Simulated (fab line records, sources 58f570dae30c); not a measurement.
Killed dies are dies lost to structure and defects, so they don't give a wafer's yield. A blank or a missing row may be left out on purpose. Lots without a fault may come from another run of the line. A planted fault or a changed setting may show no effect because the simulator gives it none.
Tool commonality check | flow berkeley_cmos170 | 15 lots, 54 wafers sampled

WHY IT WAS OPENED
At UCB170_M1_CD_MEAS_09 the reading cd_nm is flagged on 3 of 15 lots. Wafers without a fault read 699.8 nm, standard deviation 1.6.
Rule: a lot is flagged when every wafer of it that has a number lies more than 4 standard deviations from that mean, or none has a number. The other lots count as sound.

lot  | measured     | on        | cd_nm (nm), wafer by wafer          | flag
L648 | day 6 21:50  | cd_sem-02 | 698.7 698.4 697.7                   |
L649 | day 7 10:15  | cd_sem-01 | 698.3 697.1 699.7                   |
L650 | day 7 12:29  | cd_sem-02 | 699.4 698.9 700.7                   |
L651 | day 7 17:49  | cd_sem-02 | 702.1 702.7 703.0                   |
L653 | day 7 21:16  | cd_sem-02 | 699.6 700.4 701.3                   |
L652 | day 7 21:27  | cd_sem-01 | 700.1 700.9 699.9                   |
L654 | day 8 06:16  | cd_sem-02 | 699.0 700.5 700.0                   |
L655 | day 8 16:32  | cd_sem-01 | 699.0 698.5 698.5                   |
L656 | day 8 16:53  | cd_sem-01 | 676.7 676.3 676.1 676.4 676.6 676.0 | FLAGGED
L658 | day 8 19:08  | cd_sem-02 | 682.8 681.0 682.5 682.7 681.0 682.8 | FLAGGED
L660 | day 9 08:10  | cd_sem-01 | 699.6 701.2 701.7                   |
L662 | day 10 01:29 | cd_sem-02 | 676.4 676.0 676.9 676.9 676.0 676.8 | FLAGGED
L666 | day 10 11:08 | cd_sem-01 | 701.3 701.0 699.5                   |
L668 | day 11 12:59 | cd_sem-01 | 702.5 703.2 702.7                   |
L671 | day 11 21:15 | cd_sem-01 | 701.7 701.1 701.5                   |
The numbers of the flagged lots are 678.3 nm on average: -21.5 nm against the usual, or -13 standard deviations.

WHICH TOOL RAN EACH LOT
The record holds 3 process steps before the reading, out of a route of 331 steps. In each cell: the tool, then ch and the chambers that the sampled wafers went through, then the start.
lot  | flag    | UCB170_NSD_STRIP_09                  | UCB170_BACKSIDE_STRIP_03             | UCB170_M1_COAT_04
L648 |         | plasma_asher-04 ch 0,1, day 6 11:40  | plasma_asher-04 ch 0,1, day 6 13:26  | litho_track-03 ch 0, day 6 20:00
L649 |         | plasma_asher-04 ch 0,1, day 7 01:35  | plasma_asher-04 ch 0,1, day 7 02:23  | litho_track-04 ch 0, day 7 08:00
L650 |         | plasma_asher-03 ch 0,1, day 7 01:55  | plasma_asher-03 ch 0,1, day 7 02:43  | litho_track-03 ch 0, day 7 11:00
L651 |         | plasma_asher-02 ch 0,1, day 7 08:49  | plasma_asher-03 ch 0,1, day 7 09:40  | litho_track-03 ch 0, day 7 16:00
L653 |         | plasma_asher-04 ch 0,1, day 7 08:16  | plasma_asher-04 ch 0, day 7 09:04    | litho_track-03 ch 0, day 7 19:00
L652 |         | plasma_asher-02 ch 0, day 7 08:23    | plasma_asher-04 ch 0,1, day 7 09:16  | litho_track-02 ch 0, day 7 19:00
L654 |         | plasma_asher-04 ch 0,1, day 7 21:52  | plasma_asher-04 ch 0,1, day 7 22:43  | litho_track-03 ch 0, day 8 05:00
L655 |         | plasma_asher-04 ch 0,1, day 8 04:44  | plasma_asher-04 ch 0,1, day 8 05:42  | litho_track-02 ch 0, day 8 15:00
L656 | FLAGGED | plasma_asher-02 ch 0,1, day 8 05:00  | plasma_asher-01 ch 1, day 8 06:05    | litho_track-03 ch 0, day 8 16:00
L658 | FLAGGED | plasma_asher-03 ch 0,1, day 8 07:34  | plasma_asher-03 ch 0,1, day 8 08:26  | litho_track-03 ch 0, day 8 18:00
L660 |         | plasma_asher-04 ch 0,1, day 8 20:20  | plasma_asher-04 ch 0,1, day 8 21:07  | litho_track-02 ch 0, day 9 06:00
L662 | FLAGGED | plasma_asher-02 ch 0,1, day 9 15:30  | plasma_asher-04 ch 0,1, day 9 16:17  | litho_track-03 ch 0, day 10 00:00
L666 |         | plasma_asher-03 ch 1, day 10 00:47   | plasma_asher-01 ch 0,1, day 10 01:35 | litho_track-04 ch 0, day 10 09:00
L668 |         | plasma_asher-02 ch 0,1, day 11 01:12 | plasma_asher-04 ch 0,1, day 11 02:21 | litho_track-04 ch 0, day 11 11:00
L671 |         | plasma_asher-03 ch 0,1, day 11 12:53 | plasma_asher-03 ch 0,1, day 11 14:07 | litho_track-02 ch 0, day 11 20:00
What these steps do:
- UCB170_NSD_STRIP_09: strips in O2.
- UCB170_BACKSIDE_STRIP_03: strips in O2.
- UCB170_M1_COAT_04: resist thk 900 nm.
- UCB170_M1_CD_MEAS_09: target cd 700 nm.

FLAGGED OVER TOTAL, TOOL BY TOOL (the gauges that took the reading come last)
step                     | tool            | lots run | flagged | share of the flagged lots | sound lots run after its first flagged lot
UCB170_NSD_STRIP_09      | plasma_asher-02 | 5        | 2       | some                      | 1 (L668)
UCB170_NSD_STRIP_09      | plasma_asher-03 | 4        | 1       | some                      | 2 (L666,L671)
UCB170_NSD_STRIP_09      | plasma_asher-04 | 6        | 0       | none                      | -
UCB170_BACKSIDE_STRIP_03 | plasma_asher-01 | 2        | 1       | some                      | 1 (L666)
UCB170_BACKSIDE_STRIP_03 | plasma_asher-03 | 4        | 1       | some                      | 1 (L671)
UCB170_BACKSIDE_STRIP_03 | plasma_asher-04 | 9        | 1       | some                      | 1 (L668)
UCB170_M1_COAT_04        | litho_track-02  | 4        | 0       | none                      | -
UCB170_M1_COAT_04        | litho_track-03  | 8        | 3       | all                       | 0
UCB170_M1_COAT_04        | litho_track-04  | 3        | 0       | none                      | -
UCB170_M1_CD_MEAS_09     | cd_sem-01       | 8        | 1       | some                      | 4 (L660,L666,L668,L671)
UCB170_M1_CD_MEAS_09     | cd_sem-02       | 7        | 2       | some                      | 0

WHAT THE TABLE ALLOWS
1 row of the table ran every flagged lot: litho_track-03 at UCB170_M1_COAT_04.
- litho_track-03 at UCB170_M1_COAT_04: 3 of its 8 lots flagged. Its last sound lot is L654 (day 8 05:00), its first flagged lot L656 (day 8 16:00): a fault that began between those two fits.
One tool is left: litho_track-03 at UCB170_M1_COAT_04.

WHAT THE SIMULATOR HAD PUT IN
Process parameter drift: litho_track-03, from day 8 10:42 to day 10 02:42, at UCB170_M1_COAT_04. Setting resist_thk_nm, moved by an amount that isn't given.
Lots struck among those shown: L656, L658, L662. The rule above found the same.
